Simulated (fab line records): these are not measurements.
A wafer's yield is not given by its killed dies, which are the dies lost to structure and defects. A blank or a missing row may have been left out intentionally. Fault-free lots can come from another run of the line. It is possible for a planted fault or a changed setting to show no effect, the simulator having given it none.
Split-lot study :: flow berkeleyCmos170 :: 5 lots, 23 wafers read, on a route of 331 steps

THE SPLIT
At UCB170_ZERO_COAT_01 (resist thk 900 nm), the setting resistThkNm was moved away from the recipe's 900 nm on 9 of the 23 wafers read, by -5.0% to +5.1%. For the rest of the wafers, this setting stayed at what the recipe calls for.

Reading taken at the split's own step.

THE READING
KrF_of_ZERO_COAT_01.thkNm (the simulator's own value, which no gauge read), in nm, at UCB170_ZERO_COAT_01 (resist thk 900 nm). There is no usual value for it anywhere in the file. Across the 14 wafers here that went through the recipe, the average is 899.6 nm and the standard deviation 1.9 nm.

wafer: L074.1
tool, chamber at the split: lithoTrack-02, 0
resistThkNm as run, nm: 900
against the recipe: recipe
KrF_of_ZERO_COAT_01.thkNm, nm: 898.8
against lot-mates on the recipe: -

wafer: L074.2
tool, chamber at the split: lithoTrack-02, 0
resistThkNm as run, nm: 900
against the recipe: recipe
KrF_of_ZERO_COAT_01.thkNm, nm: 895.9
against lot-mates on the recipe: -

wafer: L074.4
tool, chamber at the split: lithoTrack-02, 0
resistThkNm as run, nm: 900
against the recipe: recipe
KrF_of_ZERO_COAT_01.thkNm, nm: 897.1
against lot-mates on the recipe: -

wafer: L074.5
tool, chamber at the split: lithoTrack-02, 0
resistThkNm as run, nm: 917.2
against the recipe: +1.9%
KrF_of_ZERO_COAT_01.thkNm, nm: 914.5
against lot-mates on the recipe: +17.2

wafer: L074.6
tool, chamber at the split: lithoTrack-02, 0
resistThkNm as run, nm: 917.2
against the recipe: +1.9%
KrF_of_ZERO_COAT_01.thkNm, nm: 913.7
against lot-mates on the recipe: +16.4

wafer: L075.1
tool, chamber at the split: lithoTrack-01, 0
resistThkNm as run, nm: 941.2
against the recipe: +4.6%
KrF_of_ZERO_COAT_01.thkNm, nm: 939.3
against lot-mates on the recipe: +38.3

wafer: L075.2
tool, chamber at the split: lithoTrack-01, 0
resistThkNm as run, nm: 900
against the recipe: recipe
KrF_of_ZERO_COAT_01.thkNm, nm: 902.8
against lot-mates on the recipe: -

wafer: L075.3
tool, chamber at the split: lithoTrack-01, 0
resistThkNm as run, nm: 900
against the recipe: recipe
KrF_of_ZERO_COAT_01.thkNm, nm: 899
against lot-mates on the recipe: -

wafer: L075.5
tool, chamber at the split: lithoTrack-01, 0
resistThkNm as run, nm: 900
against the recipe: recipe
KrF_of_ZERO_COAT_01.thkNm, nm: 901.1
against lot-mates on the recipe: -

wafer: L075.6
tool, chamber at the split: lithoTrack-01, 0
resistThkNm as run, nm: 941.2
against the recipe: +4.6%
KrF_of_ZERO_COAT_01.thkNm, nm: 941.6
against lot-mates on the recipe: +40.6

wafer: L076.1
tool, chamber at the split: lithoTrack-04, 0
resistThkNm as run, nm: 855.1
against the recipe: -5.0%
KrF_of_ZERO_COAT_01.thkNm, nm: 855.3
against lot-mates on the recipe: -45.0

wafer: L076.2
tool, chamber at the split: lithoTrack-04, 0
resistThkNm as run, nm: 900
against the recipe: recipe
KrF_of_ZERO_COAT_01.thkNm, nm: 901
against lot-mates on the recipe: -

wafer: L076.3
tool, chamber at the split: lithoTrack-04, 0
resistThkNm as run, nm: 900
against the recipe: recipe
KrF_of_ZERO_COAT_01.thkNm, nm: 898.7
against lot-mates on the recipe: -

wafer: L076.4
tool, chamber at the split: lithoTrack-04, 0
resistThkNm as run, nm: 855.1
against the recipe: -5.0%
KrF_of_ZERO_COAT_01.thkNm, nm: 855.1
against lot-mates on the recipe: -45.2

wafer: L076.5
tool, chamber at the split: lithoTrack-04, 0
resistThkNm as run, nm: 900
against the recipe: recipe
KrF_of_ZERO_COAT_01.thkNm, nm: 901.2
against lot-mates on the recipe: -

wafer: L078.1
tool, chamber at the split: lithoTrack-02, 0
resistThkNm as run, nm: 945.6
against the recipe: +5.1%
KrF_of_ZERO_COAT_01.thkNm, nm: 944.3
against lot-mates on the recipe: +43.1

wafer: L078.2
tool, chamber at the split: lithoTrack-02, 0
resistThkNm as run, nm: 945.6
against the recipe: +5.1%
KrF_of_ZERO_COAT_01.thkNm, nm: 949.1
against lot-mates on the recipe: +47.9

wafer: L078.4
tool, chamber at the split: lithoTrack-02, 0
resistThkNm as run, nm: 900
against the recipe: recipe
KrF_of_ZERO_COAT_01.thkNm, nm: 902.1
against lot-mates on the recipe: -

wafer: L078.5
tool, chamber at the split: lithoTrack-02, 0
resistThkNm as run, nm: 945.6
against the recipe: +5.1%
KrF_of_ZERO_COAT_01.thkNm, nm: 946.9
against lot-mates on the recipe: +45.7

wafer: L078.6
tool, chamber at the split: lithoTrack-02, 0
resistThkNm as run, nm: 900
against the recipe: recipe
KrF_of_ZERO_COAT_01.thkNm, nm: 900.3
against lot-mates on the recipe: -

wafer: L080.4
tool, chamber at the split: lithoTrack-04, 0
resistThkNm as run, nm: 900
against the recipe: recipe
KrF_of_ZERO_COAT_01.thkNm, nm: 900.6
against lot-mates on the recipe: -

wafer: L080.5
tool, chamber at the split: lithoTrack-04, 0
resistThkNm as run, nm: 900
against the recipe: recipe
KrF_of_ZERO_COAT_01.thkNm, nm: 898.6
against lot-mates on the recipe: -

wafer: L080.6
tool, chamber at the split: lithoTrack-04, 0
resistThkNm as run, nm: 900
against the recipe: recipe
KrF_of_ZERO_COAT_01.thkNm, nm: 897.5
against lot-mates on the recipe: -

FIT RESULTS
A straight line over all 23 wafers: KrF_of_ZERO_COAT_01.thkNm changes by +9.03 nm for each +1% of resistThkNm; r = +1.00; the points scatter about the line by 2.1 nm.
The same after taking each lot's own level away (the mean of its wafers on the recipe; 23 wafers): +8.93 nm for each +1%; r = +1.00; scatter 1.4 nm.
The reading moves by 45 nm for the largest change in resistThkNm, on that fit.
The lots' own levels span 897.27 to 901.20 nm, that is 2.0 times the standard deviation above.
Consequently the slope shifts little with the lot-to-lot level, the two slopes agreeing.
Check: with one of the wafers moved furthest among these (+5.1%) left out of the fit, the line predicts +45.4 nm for it against its lot-mates. It came out at +43.1 nm against them.

THESE WAFERS: OTHER SPLITS
Other splits were also applied to these wafers ahead of the reading. Each is held against what the fit with the lots' levels taken away leaves over:
other split on the same wafers: UCB170_START_OXIDATION_02 oxTimeS
wafers away from the commonest value: 18
r with KrF_of_ZERO_COAT_01.thkNm (lot level and that fit taken away): +0.08

THE WHOLE CHAIN: every reading that the file lists as answering this split, in the file's order
step: UCB170_ZERO_COAT_01
what it does: resist thk 900 nm
reading: KrF_of_ZERO_COAT_01.thkNm (the simulator's own value, which no gauge read)
change (the file's fit): +8.9 nm for each +1% of the setting
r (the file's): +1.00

step: UCB170_ZERO_STRIP_07
what it does: strips in O2
reading: stripTimeToEndpointS
change (the file's fit): withheld for each +1% of the setting
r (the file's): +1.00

FILE'S OWN FIT
KrF_of_ZERO_COAT_01.thkNm changes by +8.9 nm for each +1% of resistThkNm, r = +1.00.
